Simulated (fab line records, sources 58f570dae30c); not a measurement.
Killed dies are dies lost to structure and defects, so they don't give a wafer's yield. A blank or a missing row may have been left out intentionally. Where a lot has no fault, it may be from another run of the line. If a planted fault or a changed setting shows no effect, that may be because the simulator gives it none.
Split-lot study ; flow berkeley-cmos170 ; 5 lots, 23 wafers read, on a route of 331 steps

ON THE SPLIT
At UCB170_ACTIVE_STRIP_16 (strips in O2), the setting power-w was moved away from the recipe's 400 W on 12 of the 23 wafers read, by -8.7% to +8.8%. For the rest of the wafers, this setting stayed at what the recipe calls for.

Reading taken at the split's own step.

THE READING
oes-product-au, in a.u., at UCB170_ACTIVE_STRIP_16 (strips in O2). On this fab line, fault-free wafers typically give 0.721 a.u. with a standard deviation of 0.0041 a.u.

wafer;tool, chamber at the split;power-w as run, W;against the recipe;oes-product-au, a.u.;against lot-mates on the recipe
L074.1;plasma-asher-03, 0;384.5;-3.9%;0.708;-0.015
L074.2;plasma-asher-03, 1;400;recipe;0.727;-
L074.3;plasma-asher-03, 0;384.5;-3.9%;0.697;-0.026
L074.4;plasma-asher-03, 1;400;recipe;0.719;-
L074.5;plasma-asher-03, 1;384.5;-3.9%;0.698;-0.025
L075.1;plasma-asher-04, 1;365.1;-8.7%;0.689;-0.033
L075.2;plasma-asher-04, 0;365.1;-8.7%;0.688;-0.034
L075.3;plasma-asher-04, 1;365.1;-8.7%;0.688;-0.034
L075.5;plasma-asher-04, 1;400;recipe;0.721;-
L075.6;plasma-asher-04, 0;400;recipe;0.724;-
L080.1;plasma-asher-01, 1;400;recipe;0.725;-
L080.3;plasma-asher-01, 1;400;recipe;0.719;-
L080.4;plasma-asher-01, 0;400;recipe;0.717;-
L081.1;plasma-asher-03, 0;435.1;+8.8%;0.752;+0.024
L081.2;plasma-asher-03, 1;435.1;+8.8%;0.759;+0.031
L081.4;plasma-asher-03, 1;400;recipe;0.726;-
L081.5;plasma-asher-03, 1;400;recipe;0.731;-
L081.6;plasma-asher-03, 0;435.1;+8.8%;0.759;+0.031
L085.1;plasma-asher-04, 1;424.6;+6.2%;0.744;+0.026
L085.2;plasma-asher-04, 0;424.6;+6.2%;0.748;+0.030
L085.3;plasma-asher-04, 0;400;recipe;0.711;-
L085.5;plasma-asher-04, 0;400;recipe;0.725;-
L085.6;plasma-asher-04, 1;424.6;+6.2%;0.748;+0.030

THE FIT
A straight line over all 23 wafers: oes-product-au changes by +0.00404 a.u. for each +1% of power-w; r = +0.98; the points scatter about the line by 0.005 a.u.
The same after taking each lot's own level away (the mean of its wafers on the recipe; 23 wafers): +0.00393 a.u. for each +1%; r = +0.97; scatter 0.0053 a.u.
Per that fit: largest power-w move, reading shift of 0.034 a.u.
From 0.7180 to 0.7285 a.u.: that is the span of the lots' own levels, equal to 2.6 times the standard deviation above.
The two slopes are in agreement: the lot-to-lot level therefore moves the slope only a little.
Check: with one of the wafers moved furthest among these (+8.8%) left out of the fit, the line predicts +0.0353 a.u. for it against its lot-mates. Against them it came out at +0.0235 a.u.
Tool readings at the split's step, against how far the setting was moved: oes-product-au r = +0.98; strip-time-to-endpoint-s r = -1.00.

THE OTHER SPLITS THESE WAFERS WENT THROUGH
Before the reading, these wafers also passed through other splits. Each is held against what the fit with the lots' levels taken away leaves over:
other split on the same wafers;wafers away from the commonest value;r with oes-product-au (lot level and that fit taken away)
UCB170_START_OXIDATION_02 temp-c;18;-0.13
UCB170_NWELL_CVD_04 nh3-flow-sccm;15;-0.41
UCB170_PWELL_CVD_05 time-s;15;+0.35
UCB170_WELLDRIVE_OXIDATION_01 temp-c;18;+0.21

THE WHOLE CHAIN: every reading that the file lists as answering this split, in the file's order
step;what it does;reading;change (the file's fit);r (the file's)
UCB170_ACTIVE_STRIP_16;strips in O2;oes-product-au;+0.00394 a.u. for each +1% of the setting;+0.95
UCB170_ACTIVE_STRIP_16;strips in O2;strip-time-to-endpoint-s;withheld for each +1% of the setting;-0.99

THE FILE'S OWN FIT
oes-product-au changes by +0.00394 a.u. for each +1% of power-w, r = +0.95.
